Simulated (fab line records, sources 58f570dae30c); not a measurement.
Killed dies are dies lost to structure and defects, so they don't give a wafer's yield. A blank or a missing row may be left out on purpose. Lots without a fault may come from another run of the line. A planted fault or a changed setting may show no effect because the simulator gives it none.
A struck lot beside a sound one | flow berkeley_cmos170 | 14 steps out of a route of 331
Sound: wafers L253.4, L253.5, L253.6. Struck: wafers L250.2, L250.4, L250.6. The cause comes at the end.
At each step with rows: each side's tool, then ch and its chambers, then its first start. Under that, the readings that differ: sound wafers | struck wafers | difference of the means | sigmas: that difference in standard deviations of wafers without a fault.
alike: readings whose means differ by less than 2 such deviations, and words and numbers that are the same on both sides. not compared: withheld readings, readings that some wafer has no value for, bounds like >300 that may hide the same value, and numbers for which the record gives no deviation and whose values overlap.
The two part at a step that has a row with sigmas, a row that says differs or no value, or rows on one side only. Numbers that don't overlap but have no deviation are shown without sigmas and don't part them. A reading that every wafer of one side lacks parts them only if that side has two wafers or more.

first, 2 steps without rows for these wafers: UCB170_SACOX_CLEAN_00 (cleans in dHF, time 7.5 s); UCB170_SACOX_OXIDATION_01 (target thk 14.4 nm, ox time 2400 s).
UCB170_SACOX_THK_MEAS_02:
  sound on film_metro-02, day 8 08:18; struck on film_metro-01, day 7 23:33
  alike: SACOX_OXIDE_THK
then, 2 steps without rows for these wafers: UCB170_SCREENOX_WET_ETCH_00 (etches SiO2 in dHF, time 200 s); UCB170_SCREENOX_OXIDATION_01 (target thk 14.4 nm, ox time 2400 s).
UCB170_SCREENOX_THK_MEAS_02:
  sound on film_metro-04, day 8 12:38; struck on film_metro-02, day 8 02:41
  alike: SCREENOX_OXIDE_THK
then, 6 steps without rows for these wafers: UCB170_SCREENOX_ANNEAL_03 (time 900 s); UCB170_NVT_HMDS_00 (prime time 60 s); UCB170_NVT_COAT_01 (resist thk 900 nm); UCB170_NVT_SOFTBAKE_02 (time 60 s); UCB170_NVT_EXPOSE_03 (exposes mask PWELL, target cd 3000 nm); UCB170_NVT_PEB_04.
UCB170_NVT_DEVELOP_05: develop time 45 s.
  sound on litho_track-03 ch 0, day 8 18:00; struck on litho_track-01, day 8 07:00
  no value came back on the struck wafers for chill_plate_temp_C (C), develop_time_s (s), exhaust_pa (Pa); on the sound wafers chill_plate_temp_C (C) reads 23.28 23.09 23.13
  reading                              | sound             | struck          | difference | sigmas
  model.KrF_of_NVT_COAT_01.thk_nm (nm) | 881.1 883.3 881.2 | 902 901.9 900.1 | +19        |
UCB170_NVT_OVL_MEAS_06:
  sound on overlay-02, day 8 18:35; struck on overlay-02, day 8 07:31
  reading      | sound   | struck | difference                    | sigmas
  NVT_OVL (nm) | -4 8 -3 | - - -  | no value on the struck wafers |

WHERE THEY PART
First at UCB170_NVT_DEVELOP_05; last, within this record, at UCB170_NVT_OVL_MEAS_06.

WHY: what the simulator had put in
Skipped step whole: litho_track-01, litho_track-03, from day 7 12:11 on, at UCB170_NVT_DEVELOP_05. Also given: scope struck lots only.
